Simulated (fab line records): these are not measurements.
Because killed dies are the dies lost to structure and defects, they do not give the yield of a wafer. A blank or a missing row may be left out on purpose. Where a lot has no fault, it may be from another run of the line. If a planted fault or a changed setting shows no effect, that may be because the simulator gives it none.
Commonality check across tools | flow ritCmos | Sampled: 14 lots, 48 wafers

== REASON IT WAS OPENED ==
RIT_NLDD_TW_MEAS_10, reading NLDD_TW: flagged on 2 of 14 lots. Wafers without a fault read 2468, standard deviation 33.
Rule: a lot is flagged in two cases, either no wafer of it has a number, or all its wafers with numbers fall more than 4 standard deviations from that mean. The rest of the lots are taken to be sound.

lot  | measured    | on           | NLDD_TW, wafer by wafer       | flag
L969 | day 2 22:46 | filmMetro-03 | 2495 2505 2499                | 
L971 | day 3 10:25 | filmMetro-02 | 2453 2449 2452                | 
L972 | day 3 13:46 | filmMetro-03 | 2527 2514 2514                | 
L973 | day 3 19:41 | filmMetro-02 | 2445 2438 2453                | 
L974 | day 4 02:04 | filmMetro-02 | 2421 2416 2427                | 
L975 | day 4 07:17 | filmMetro-03 | 2513 2501 2499                | 
L980 | day 5 07:22 | filmMetro-02 | 2672 2690 2684 2686 2673 2673 | FLAGGED
L981 | day 5 12:22 | filmMetro-04 | 2726 2711 2707 2714 2697 2715 | FLAGGED
L983 | day 5 21:38 | filmMetro-03 | 2504 2505 2501                | 
L985 | day 6 07:46 | filmMetro-04 | 2480 2486 2472                | 
L987 | day 6 18:13 | filmMetro-03 | 2495 2488 2485                | 
L988 | day 6 22:07 | filmMetro-04 | 2490 2481 2474                | 
L989 | day 7 03:13 | filmMetro-02 | 2438 2440 2433                | 
L990 | day 7 11:03 | filmMetro-02 | 2429 2413 2425                | 
Average over the flagged lots: 2696; offset from the usual +228, equal to +7 standard deviations.

== LOT BY LOT: THE TOOL USED ==
The record holds 1 process step before the reading, out of a route of 202 steps. Cell contents, in order: the tool; ch with the chambers the sampled wafers went through; the start.
lot  | flag    | RIT_NLDD_IMPLANT_08
L969 |         | implanter-04 ch 0, day 2 22:28
L971 |         | implanter-04 ch 0, day 3 10:05
L972 |         | implanter-02 ch 0, day 3 13:26
L973 |         | implanter-02 ch 0, day 3 19:23
L974 |         | implanter-02 ch 0, day 4 01:44
L975 |         | implanter-01 ch 0, day 4 06:59
L980 | FLAGGED | implanter-02 ch 0, day 5 07:02
L981 | FLAGGED | implanter-02 ch 0, day 5 12:02
L983 |         | implanter-01 ch 0, day 5 21:19
L985 |         | implanter-04 ch 0, day 6 07:27
L987 |         | implanter-01 ch 0, day 6 17:53
L988 |         | implanter-01 ch 0, day 6 21:49
L989 |         | implanter-01 ch 0, day 7 02:55
L990 |         | implanter-01 ch 0, day 7 10:45
These steps, and what they do:
- RIT_NLDD_IMPLANT_08
- RIT_NLDD_TW_MEAS_10

== FLAGGED AGAINST TOTAL, ONE TOOL AT A TIME (gauges that did the reading follow at the end) ==
step                | tool         | lots run | flagged | share of the flagged lots | sound lots run after its first flagged lot
RIT_NLDD_IMPLANT_08 | implanter-01 | 6        | 0       | none                      | -
RIT_NLDD_IMPLANT_08 | implanter-02 | 5        | 2       | all                       | 0
RIT_NLDD_IMPLANT_08 | implanter-04 | 3        | 0       | none                      | -
RIT_NLDD_TW_MEAS_10 | filmMetro-02 | 6        | 1       | some                      | 2 (L989,L990)
RIT_NLDD_TW_MEAS_10 | filmMetro-03 | 5        | 0       | none                      | -
RIT_NLDD_TW_MEAS_10 | filmMetro-04 | 3        | 1       | some                      | 2 (L985,L988)

== WHAT THE TABLE PERMITS ==
All flagged lots share 1 row of the table, namely implanter-02 at RIT_NLDD_IMPLANT_08.
- implanter-02 at RIT_NLDD_IMPLANT_08: 2 of its 5 lots flagged. It ran its last sound lot, L974, at day 4 01:44 and its first flagged lot, L980, at day 5 07:02: a fault with its onset between the two fits. Its own readings lie more than 4 standard deviations out on every wafer of the flagged lots: doseIonsCm2, faradayCurrentUA.
Left over: one tool, implanter-02 at RIT_NLDD_IMPLANT_08.

== WHAT THE SIMULATOR PUT IN ==
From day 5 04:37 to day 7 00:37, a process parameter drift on implanter-02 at RIT_NLDD_IMPLANT_08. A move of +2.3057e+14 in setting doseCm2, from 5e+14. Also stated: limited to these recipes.
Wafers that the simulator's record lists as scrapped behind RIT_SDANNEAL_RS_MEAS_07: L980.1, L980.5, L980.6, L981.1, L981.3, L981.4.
Shown lots that were struck: L980, L981. Same finding as the rule above.
